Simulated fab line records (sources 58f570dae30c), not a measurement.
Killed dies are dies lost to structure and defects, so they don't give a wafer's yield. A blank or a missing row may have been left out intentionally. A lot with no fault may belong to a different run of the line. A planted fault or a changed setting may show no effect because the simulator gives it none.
Chamber matching :: flow berkeley cmos170 :: 4 sister chambers for UCB170_V1_CMP_02 on cmp-02
The step polishes SiO2. 4 wafers are shown with their chamber, then 8 later ones without.

## WAFERS WITH THEIR CHAMBER
wafer: L477.6
chamber: 1
motor current A (A): 18.2

wafer: L475.2
chamber: 3
motor current A (A): 14.5

wafer: L475.3
chamber: 0
motor current A (A): 15.5

wafer: L482.1
chamber: 2
motor current A (A): 16.5

## WAFERS WHOSE CHAMBER IS MISSING
wafer: L482.4
motor current A (A): 17.0

wafer: L482.6
motor current A (A): 17.6

wafer: L490.2
motor current A (A): 15.5

wafer: L490.3
motor current A (A): 18.1

wafer: L490.4
motor current A (A): 15.4

wafer: L489.3
motor current A (A): 14.8

wafer: L489.4
motor current A (A): 16.1

wafer: L489.5
motor current A (A): 16.2

## WHICH CHAMBER EACH ONE RAN IN
wafer: L482.4
from the rows above: 2
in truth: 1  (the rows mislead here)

wafer: L482.6
from the rows above: can't be placed: 1 or 2
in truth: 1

wafer: L490.2
from the rows above: 0
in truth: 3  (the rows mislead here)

wafer: L490.3
from the rows above: 1
in truth: 1

wafer: L490.4
from the rows above: 0
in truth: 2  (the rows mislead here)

wafer: L489.3
from the rows above: can't be placed: 3 or 0
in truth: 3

wafer: L489.4
from the rows above: can't be placed: 2 or 0
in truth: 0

wafer: L489.5
from the rows above: can't be placed: 2 or 0
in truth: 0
Placed correctly: 1 of 8. Can't be placed from these rows: 4 (the true chamber is among the candidates in 4). 3 placed wrongly.
How it was worked out, from the rows above alone: a wafer's distance from a chamber is the root of the sum, over the readings, of the square of ((its reading less the chamber's mean) divided by the reading's scatter). If the next closest chamber is less than 2 further off than the closest, the wafer can't be placed; otherwise it belongs to the closest. For every chamber, the mean is computed from those of its wafers that are shown. The scatter: root of mean squared gap, hidden wafer to nearest shown wafer, with one shown wafer a chamber.
